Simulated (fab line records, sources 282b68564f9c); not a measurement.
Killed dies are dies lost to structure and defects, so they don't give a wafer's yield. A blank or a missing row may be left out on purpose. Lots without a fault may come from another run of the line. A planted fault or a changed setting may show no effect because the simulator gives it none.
Split-lot experiment | flow rit_cmos | 5 lots, 23 wafers read, on a route of 202 steps

THE SPLIT
At RIT_NSD_IMPLANT_08, the setting dose_cm2 was moved away from the recipe's 1e+15 on 4 of the 23 wafers read, by -6.7% to -6.6%. The other wafers ran this setting at the recipe's value.

FROM THE SPLIT TO THE READING: what the file shows between them, 6 steps
- RIT_NSD_STRIP_09: strips in O2, time 180 s
- RIT_NSD_TW_MEAS_10
- RIT_SDANNEAL_CLEAN_00: cleans in SC1, time 600 s (also split here: temp_c)
- RIT_SDANNEAL_CLEAN_01: cleans in dHF, time 30 s
- RIT_SDANNEAL_CLEAN_02: cleans in SC2, time 600 s
- RIT_SDANNEAL_RTA_03: time 5 s

THE READING
NSD_RS, in ohm/sq, at RIT_SDANNEAL_RS_MEAS_05 (measures by four-point-probe). Fault-free wafers of this fab line usually give 84.50 ohm/sq, standard deviation 0.26 ohm/sq.

wafer  | tool, chamber at the split | dose_cm2 as run | against the recipe | NSD_RS, ohm/sq | against lot-mates on the recipe
L074.2 | implanter-03, 0            | 1e+15           | recipe             | 84.55          | -
L074.3 | implanter-03, 0            | 1e+15           | recipe             | 84.29          | -
L074.4 | implanter-03, 0            | 1e+15           | recipe             | 84.51          | -
L074.5 | implanter-03, 0            | 1e+15           | recipe             | 84.50          | -
L074.6 | implanter-03, 0            | 1e+15           | recipe             | 84.65          | -
L077.3 | implanter-01, 0            | 1e+15           | recipe             | 84.77          | -
L077.4 | implanter-01, 0            | 1e+15           | recipe             | 84.84          | -
L077.5 | implanter-01, 0            | 1e+15           | recipe             | 84.88          | -
L078.1 | implanter-03, 0            | 1e+15           | recipe             | 84.08          | -
L078.2 | implanter-03, 0            | 1e+15           | recipe             | 84.10          | -
L078.3 | implanter-03, 0            | 1e+15           | recipe             | 84.25          | -
L078.5 | implanter-03, 0            | 1e+15           | recipe             | 84.49          | -
L078.6 | implanter-03, 0            | 1e+15           | recipe             | 84.49          | -
L081.1 | implanter-01, 0            | 1e+15           | recipe             | 84.56          | -
L081.3 | implanter-01, 0            | 9.343e+14       | -6.6%              | 89.05          | +4.62
L081.4 | implanter-01, 0            | 9.343e+14       | -6.6%              | 89.31          | +4.88
L081.5 | implanter-01, 0            | 1e+15           | recipe             | 84.38          | -
L081.6 | implanter-01, 0            | 1e+15           | recipe             | 84.34          | -
L084.1 | implanter-03, 0            | 1e+15           | recipe             | 84.31          | -
L084.2 | implanter-03, 0            | 1e+15           | recipe             | 84.19          | -
L084.3 | implanter-03, 0            | 1e+15           | recipe             | 83.98          | -
L084.4 | implanter-03, 0            | 9.326e+14       | -6.7%              | 88.95          | +4.79
L084.6 | implanter-03, 0            | 9.326e+14       | -6.7%              | 88.78          | +4.62

THE FIT
A straight line over all 23 wafers: NSD_RS changes by -0.69 ohm/sq for each +1% of dose_cm2; r = -0.99; the points scatter about the line by 0.26 ohm/sq.
The same after taking each lot's own level away (the mean of its wafers on the recipe; 23 wafers): -0.71 ohm/sq for each +1%; r = -1.00; scatter 0.14 ohm/sq.
On that fit, the largest move of dose_cm2 shifts the reading by 4.8 ohm/sq.
The lots' own levels span 84.160 to 84.830 ohm/sq, that is 2.6 times the standard deviation above.
So the lot-to-lot level changes the slope little: the two slopes agree.
Check: with one of the wafers moved furthest among these (-6.7%) left out of the fit, the line predicts +4.79 ohm/sq for it against its lot-mates. It came out at +4.79 ohm/sq against them.

OTHER SPLITS ON THESE WAFERS
These wafers also went through other splits before the reading. Each is held against what the fit with the lots' levels taken away leaves over:
other split on the same wafers  | wafers away from the commonest value | r with NSD_RS (lot level and that fit taken away)
RIT_PLDD_IMPLANT_08 dose_cm2    | 5                                    | +0.28
RIT_SPACER_CVD_03 nh3_flow_sccm | 5                                    | +0.00
RIT_NSD_COAT_01 spin_rpm        | 10                                   | -0.02
RIT_SDANNEAL_CLEAN_00 temp_c    | 15                                   | -0.15

THE WHOLE CHAIN: every reading that the file lists as answering this split, in the file's order
step                    | what it does                 | reading | change (the file's fit)           | r (the file's)
RIT_NSD_TW_MEAS_10      |                              | NSD_TW  | +6.63 for each +1% of the setting | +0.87
RIT_SDANNEAL_RS_MEAS_05 | measures by four-point-probe | NSD_RS  | -0.71 for each +1% of the setting | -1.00

THE FILE'S OWN FIT
NSD_RS changes by -0.71 ohm/sq for each +1% of dose_cm2, r = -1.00.
